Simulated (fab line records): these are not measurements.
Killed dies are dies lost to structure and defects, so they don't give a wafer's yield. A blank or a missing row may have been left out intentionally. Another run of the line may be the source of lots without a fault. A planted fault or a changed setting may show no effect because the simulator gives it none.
Which tool was responsible?	flow berkeley_cmos170	6 lots, 18 wafers sampled, at 2 steps of a route of 331

WHAT THE GAUGES READ, wafer by wafer
UCB170_SPACER_THK_MEAS_01.
lot	measured	on	SPACER_TEOS_THK (nm)
L473	day 6 10:29	film_metro-01	371 380 379
L477	day 7 00:40	film_metro-02	376 376 384
L483	day 8 06:46	film_metro-01	317 381 386
L489	day 9 08:52	film_metro-02	372 373 387
L488	day 9 09:13	film_metro-04	369 376 375
L494	day 10 19:25	film_metro-04	372 378 383

WHAT TOOL EACH LOT RAN ON (gives the tool, then ch and the chambers of the sampled wafers, and finally the start)
lot	UCB170_SPACER_CVD_00
L473	pecvd-04 ch 0,1,2, day 6 10:26
L477	pecvd-04 ch 0,1,2, day 7 00:37
L483	pecvd-02 ch 0,1,2, day 8 06:43
L489	pecvd-04 ch 0,1,2, day 9 08:49
L488	pecvd-01 ch 0,2, day 9 09:11
L494	pecvd-01 ch 0,2, day 10 19:22
- UCB170_SPACER_CVD_00: deposits SiO2 from TEOS/O2, target thk 376 nm, time 47 s.

THE ANSWER, worked out from the rows above alone
Rule: what is usual is taken from the lots themselves. The widest of any qualifying gaps counts: lots, ordered by their means at a reading, are off when they make up no more than a third of the lots, leave a main group of 4 or more, and stand apart from it by 3 or more times the standard deviation of that group's means. A main group whose means are all the same, to the digits that the tables above print for the reading, isn't used. A lot without any number at a reading at which 4 lots or more have one is off too. All remaining lots with rows at the step are treated as sound.
Off: L483, at UCB170_SPACER_THK_MEAS_01 (SPACER_TEOS_THK). Mean 377 nm and standard deviation 1.8 in the main group.
A tool fits if, at a process step before that reading, it ran every lot that is off, and no sound lot after the first of them. The gauges at UCB170_SPACER_THK_MEAS_01 are tried like those tools. 2 tools fit, pecvd-02 at UCB170_SPACER_CVD_00 and film_metro-01 at UCB170_SPACER_THK_MEAS_01, so this cannot tell which one it is.

WHAT THE SIMULATOR PUT IN
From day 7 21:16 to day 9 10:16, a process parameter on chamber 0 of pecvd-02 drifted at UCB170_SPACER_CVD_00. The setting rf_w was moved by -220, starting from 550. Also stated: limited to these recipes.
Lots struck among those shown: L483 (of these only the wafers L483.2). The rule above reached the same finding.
